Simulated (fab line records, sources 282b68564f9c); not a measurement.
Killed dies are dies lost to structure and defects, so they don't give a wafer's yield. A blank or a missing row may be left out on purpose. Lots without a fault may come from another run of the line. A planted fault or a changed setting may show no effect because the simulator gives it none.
A struck lot beside a sound one | flow rit_cmos | 16 steps out of a route of 202
Sound: wafers L194.2, L194.4, L194.6. Struck: wafers L198.1, L198.5, L198.6. The cause comes at the end.
At each step with rows: each side's tool, then ch and its chambers, then its first start. Under that, the readings that differ: sound wafers | struck wafers | difference of the means | sigmas: that difference in standard deviations of wafers without a fault.
alike: readings whose means differ by less than 2 such deviations, and words and numbers that are the same on both sides. not compared: withheld readings, readings that some wafer has no value for, bounds like >300 that may hide the same value, and numbers for which the record gives no deviation and whose values overlap.
The two part at a step that has a row with sigmas, a row that says differs or no value, or rows on one side only. Numbers that don't overlap but have no deviation are shown without sigmas and don't part them. A reading that every wafer of one side lacks parts them only if that side has two wafers or more.

RIT_ACTIVE_BOW_MEAS_00:
  sound on film_metro-01, day 2 16:01; struck on film_metro-04, day 3 12:00
  alike: INCOMING_BOW
then, 1 step without rows for these wafers: RIT_ACTIVE_OXIDATION_01 (target thk 46.8 nm, ox time 3360 s).
RIT_ACTIVE_THK_MEAS_02:
  sound on film_metro-01, day 2 19:05; struck on film_metro-04, day 3 14:43
  alike: ACTIVE_OXIDE_THK
then, 1 step without rows for these wafers: RIT_ACTIVE_CVD_03 (deposits Si3N4 from SiH2Cl2/NH3, target thk 150 nm, time 1500 s).
RIT_ACTIVE_THK_MEAS_04:
  sound on film_metro-01, day 2 20:34; struck on film_metro-03, day 3 16:25
  alike: ACTIVE_NITRIDE_THK
then, 1 step without rows for these wafers: RIT_ACTIVE_HMDS_05 (prime time 60 s).
RIT_ACTIVE_COAT_06: resist thk 1000 nm.
  sound on litho_track-04 ch 0, day 2 20:47; struck on litho_track-01 ch 0, day 3 16:37
  reading                                     | sound                | struck               | difference | sigmas
  dispense_pressure_kPa (kPa)                 | 42 42 42             | 53 53 54             | +11        | +2
  spin_speed_rpm (rpm)                        | 3250.5 3246.7 3251.6 | 3141.8 3146.1 3145.2 | -105.2     | -42
  model.NOVOLAK_of_ACTIVE_COAT_06.thk_nm (nm) | 1002 998.9 1001      | 1022 1017 1019       | +19        |
  alike: chill_plate_temp_C, exhaust_pa
then, 4 steps without rows for these wafers: RIT_ACTIVE_SOFTBAKE_07 (time 60 s); RIT_ACTIVE_EXPOSE_08 (exposes mask M1, target cd 1400 nm); RIT_ACTIVE_PEB_09; RIT_ACTIVE_DEVELOP_10 (develop time 50 s).
RIT_ACTIVE_CD_MEAS_11: target cd 1400 nm.
  sound on cd_sem-01, day 2 21:29; struck on cd_sem-02, day 3 17:19
  alike: cd_nm
then, 1 step without rows for these wafers: RIT_ACTIVE_HARDBAKE_12 (time 60 s).
RIT_ACTIVE_ETCH_13: etches Si3N4 in SF6, stops on SiO2, time 210 s, target depth 210 nm.
  sound on rie_diel-04 ch 0,1,2, day 2 22:02; struck on rie_diel-03 ch 0,1, day 3 17:45
  reading                                     | sound             | struck            | difference | sigmas
  model.NOVOLAK_of_ACTIVE_COAT_06.thk_nm (nm) | 658.5 650.3 662.2 | 679.9 676.5 670.4 | +18.6      |
  alike: drypump_motor_current_A, oes_product_au, throttle_valve_pct
  not compared: rf_hours_counter_h
RIT_ACTIVE_STRIP_14: strips in O2, time 180 s.
  sound on plasma_asher-01 ch 0,1, day 2 22:11; struck on plasma_asher-02 ch 0,1, day 3 17:53
  alike: drypump_motor_current_A, o2_flow_sccm
  not compared: rf_hours_counter_h
RIT_M1_PROBE_99:
  sound on prober-02, day 4 20:55; struck on prober-01, day 5 16:01
  reading            | sound | struck | difference | sigmas
  killed_at_M0_to_M3 | 0 0 1 | 0 0 0  | +0         | -4
  alike: killed_at_front_end, killed_dies, killed_open, killed_short

WHERE THEY PART
First at RIT_ACTIVE_COAT_06; last, within this record, at RIT_M1_PROBE_99.

WHY: what the simulator had put in
Process parameter drift: litho_track-01, from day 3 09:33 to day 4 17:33, at RIT_ACTIVE_COAT_06. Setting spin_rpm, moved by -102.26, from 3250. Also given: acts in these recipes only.
